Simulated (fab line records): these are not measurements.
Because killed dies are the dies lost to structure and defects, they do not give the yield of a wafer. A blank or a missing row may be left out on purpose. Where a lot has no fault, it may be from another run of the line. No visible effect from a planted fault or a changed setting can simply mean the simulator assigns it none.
2 desks looking at one fault :: flow rit cmos :: what lay behind the numbers comes last; until then each desk has only its own

== THE TOOL OWNER'S DESK: iline stepper-02 ==
The tool's own readings at RIT_NRETRO_EXPOSE_03 (exposes mask M4, target cd 43900 nm): means of the sampled wafers that have a number, for each lot that ran on this tool. If a lot's mean is further than 4 standard deviations from the usual mean, the lot is out of limits and carries the mark OUT (the distance appears in the brackets).
Columns: A = stage vel mm s at RIT_NRETRO_EXPOSE_03, usual 499.89 mm/s
lot: L794
first seen here: day 2 05:02
A: 499.64

lot: L797
first seen here: day 2 19:32
A: 499.90

lot: L798
first seen here: day 3 01:35
A: 499.97

lot: L805
first seen here: day 4 11:48
A: 500.17

lot: L807
first seen here: day 4 22:23
A: 499.72

lot: L810
first seen here: day 5 13:04
A: 499.98

lot: L811
first seen here: day 5 17:53
A: 499.86

lot: L815
first seen here: day 6 13:32
A: 499.89
Finding of this desk: none of the 8 lots has anything out of limits.

== METROLOGY DESK ==
What the gauges read for every lot (on any tool): the sampled wafers with a number, averaged. If a lot's mean is further than 4 standard deviations from the usual mean, the lot is out of limits and carries the mark OUT (the distance appears in the brackets).
Columns: A = NRETRO_OVL at RIT_NRETRO_OVL_MEAS_06, usual 0.1 nm
lot: L794
first seen here: day 2 05:28
A: -0.9

lot: L795
first seen here: day 2 10:23
A: -1.1

lot: L797
first seen here: day 2 19:56
A: 1.1

lot: L798
first seen here: day 3 01:59
A: 0.4

lot: L799
first seen here: day 3 06:32
A: -1.1

lot: L801
first seen here: day 3 15:55
A: -0.6

lot: L805
first seen here: day 4 12:22
A: -1.6

lot: L806
first seen here: day 4 17:00
A: 1.2

lot: L807
first seen here: day 4 22:48
A: -300.3 (-99 or more) OUT

lot: L808
first seen here: day 5 03:50
A: -0.8

lot: L810
first seen here: day 5 13:29
A: -298.7 (-99 or more) OUT

lot: L811
first seen here: day 5 18:19
A: -298.3 (-99 or more) OUT

lot: L813
first seen here: day 6 03:41
A: -0.7

lot: L815
first seen here: day 6 13:58
A: -298.7 (-99 or more) OUT

lot: L816
first seen here: day 6 22:55
A: 0.2

lot: L817
first seen here: day 7 03:53
A: 0.3
This desk's finding: out of limits on L807, L810, L811, L815; first on L807, day 4 22:48 (NRETRO_OVL at RIT_NRETRO_OVL_MEAS_06). L794, L795, L797, L798, L799, L801, L805, L806, L808, L813, L816, L817 stayed within limits.

== PUT TOGETHER ==
Metrology desk: alarm possible at day 4 22:48 on L807, L810, L811, L815.
Nothing out of limits was seen by the tool owner's desk.
Tool owner's desk: L807, L810, L811, L815 on record, inside its limits.
On iline stepper-02, each named lot ran RIT_NRETRO_EXPOSE_03.

== WHAT THE SIMULATOR PUT IN ==
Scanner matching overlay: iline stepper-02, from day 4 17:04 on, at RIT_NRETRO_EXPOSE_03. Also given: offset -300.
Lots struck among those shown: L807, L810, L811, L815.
Time in hours between the start of the fault and the first out-of-limits reading at each desk: metrology desk, 6.
